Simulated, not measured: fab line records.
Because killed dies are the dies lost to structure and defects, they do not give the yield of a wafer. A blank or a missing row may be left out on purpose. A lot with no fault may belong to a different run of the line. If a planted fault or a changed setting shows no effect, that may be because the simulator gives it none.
Tool commonality check | flow berkeleyCmos170 | 14 lots and 42 wafers in the sample

== REASON FOR OPENING ==
At UCB170_SDANNEAL_RS_MEAS_02 the reading PSD_RS is flagged on 2 of 14 lots. Wafers without a fault read 75.41 ohm/sq, standard deviation 0.26.
Rule: a lot is flagged in two cases, either no wafer of it has a number, or all its wafers with numbers fall more than 4 standard deviations from that mean. All remaining lots are regarded as sound.

lot  | measured     | on           | PSD_RS (ohm/sq), wafer by wafer | flag
L371 | day 7 09:33  | filmMetro-02 | 75.50 75.67 75.52               | 
L372 | day 7 10:07  | filmMetro-03 | 74.70 75.00 74.93               | 
L375 | day 8 04:49  | filmMetro-04 | 75.37 75.53 75.35               | 
L373 | day 8 05:10  | filmMetro-02 | 74.88 74.91 75.42               | 
L379 | day 8 13:58  | filmMetro-02 | 75.19 75.52 75.39               | 
L380 | day 8 16:24  | filmMetro-02 | 75.78 75.75 75.66               | 
L377 | day 8 18:06  | filmMetro-03 | 75.59 75.46 75.72               | 
L381 | day 8 21:31  | filmMetro-04 | 75.33 75.66 75.32               | 
L382 | day 9 16:03  | filmMetro-02 | 75.51 75.10 75.08               | 
L383 | day 10 05:46 | filmMetro-03 | 75.44 75.52 75.02               | 
L389 | day 10 08:15 | filmMetro-03 | 80.71 81.02 80.97               | FLAGGED
L390 | day 10 21:44 | filmMetro-04 | 75.27 75.58 75.23               | 
L391 | day 10 21:46 | filmMetro-02 | 80.70 80.86 80.79               | FLAGGED
L394 | day 11 23:35 | filmMetro-02 | 75.29 75.48 75.15               | 
On average the flagged lots' numbers are 80.84 ohm/sq, which is +5.43 ohm/sq against the usual, or +21 standard deviations.

== TOOL THAT RAN EACH LOT ==
Before the reading, the record contains 2 process steps out of a 331-step route. Every cell lists first the tool, next ch and the chambers used by the sampled wafers, and last the start.
lot  | flag    | UCB170_PSD_IMPLANT_08           | UCB170_PSD_STRIP_09
L371 |         | implanter-01 ch 0, day 7 04:04  | plasmaAsher-01 ch 0,1, day 7 04:11
L372 |         | implanter-02 ch 0, day 7 03:51  | plasmaAsher-03 ch 0,1, day 7 03:59
L375 |         | implanter-04 ch 0, day 7 19:27  | plasmaAsher-04 ch 0,1, day 7 19:36
L373 |         | implanter-02 ch 0, day 7 19:34  | plasmaAsher-01 ch 0,1, day 7 19:43
L379 |         | implanter-01 ch 0, day 8 09:15  | plasmaAsher-01 ch 1, day 8 09:22
L380 |         | implanter-02 ch 0, day 8 09:29  | plasmaAsher-01 ch 0,1, day 8 09:38
L377 |         | implanter-02 ch 0, day 8 13:59  | plasmaAsher-03 ch 0,1, day 8 14:07
L381 |         | implanter-04 ch 0, day 8 18:01  | plasmaAsher-01 ch 0,1, day 8 18:10
L382 |         | implanter-02 ch 0, day 9 10:15  | plasmaAsher-04 ch 0,1, day 9 10:24
L383 |         | implanter-01 ch 0, day 10 00:35 | plasmaAsher-04 ch 0,1, day 10 00:44
L389 | FLAGGED | implanter-01 ch 0, day 10 05:07 | plasmaAsher-04 ch 0,1, day 10 05:16
L390 |         | implanter-02 ch 0, day 10 17:37 | plasmaAsher-03 ch 0,1, day 10 17:46
L391 | FLAGGED | implanter-01 ch 0, day 10 17:46 | plasmaAsher-04 ch 0,1, day 10 17:53
L394 |         | implanter-02 ch 0, day 11 19:57 | plasmaAsher-03 ch 0,1, day 11 20:06
These steps, and what they do:
- UCB170_PSD_IMPLANT_08
- UCB170_PSD_STRIP_09: strips in O2.
- UCB170_SDANNEAL_RS_MEAS_02: measures by four-point-probe.

== FLAGGED OVER TOTAL, TOOL BY TOOL (the gauges that took the reading come last) ==
step                       | tool           | lots run | flagged | share of the flagged lots | sound lots run after its first flagged lot
UCB170_PSD_IMPLANT_08      | implanter-01   | 5        | 2       | all                       | 0
UCB170_PSD_IMPLANT_08      | implanter-02   | 7        | 0       | none                      | -
UCB170_PSD_IMPLANT_08      | implanter-04   | 2        | 0       | none                      | -
UCB170_PSD_STRIP_09        | plasmaAsher-01 | 5        | 0       | none                      | -
UCB170_PSD_STRIP_09        | plasmaAsher-03 | 4        | 0       | none                      | -
UCB170_PSD_STRIP_09        | plasmaAsher-04 | 5        | 2       | all                       | 0
UCB170_SDANNEAL_RS_MEAS_02 | filmMetro-02   | 7        | 1       | some                      | 1 (L394)
UCB170_SDANNEAL_RS_MEAS_02 | filmMetro-03   | 4        | 1       | some                      | 0
UCB170_SDANNEAL_RS_MEAS_02 | filmMetro-04   | 3        | 0       | none                      | -

== WHAT IS ALLOWED BY THE TABLE ==
Table rows that saw every flagged lot: 2, namely implanter-01 at UCB170_PSD_IMPLANT_08 and plasmaAsher-04 at UCB170_PSD_STRIP_09.
- implanter-01 at UCB170_PSD_IMPLANT_08 ran 5 lots, 2 of them flagged. It ran its last sound lot, L383, at day 10 00:35 and its first flagged lot, L389, at day 10 05:07: a fault with its onset between the two fits. Its own readings lie more than 4 standard deviations out on every wafer of the flagged lots: doseIonsCm2.
- plasmaAsher-04 at UCB170_PSD_STRIP_09 ran 5 lots, 2 of them flagged. It ran its last sound lot, L383, at day 10 00:44 and its first flagged lot, L389, at day 10 05:16: a fault with its onset between the two fits. Its own readings lie more than 4 standard deviations out on every wafer of the flagged lots: stripTimeToEndpointS.
A lot count leaves these 2 tools indistinguishable: every one of them fits a fault beginning at some hour. More lots, or a look at what each step does to the wafer, might.

== WHAT THE SIMULATOR PUT IN ==
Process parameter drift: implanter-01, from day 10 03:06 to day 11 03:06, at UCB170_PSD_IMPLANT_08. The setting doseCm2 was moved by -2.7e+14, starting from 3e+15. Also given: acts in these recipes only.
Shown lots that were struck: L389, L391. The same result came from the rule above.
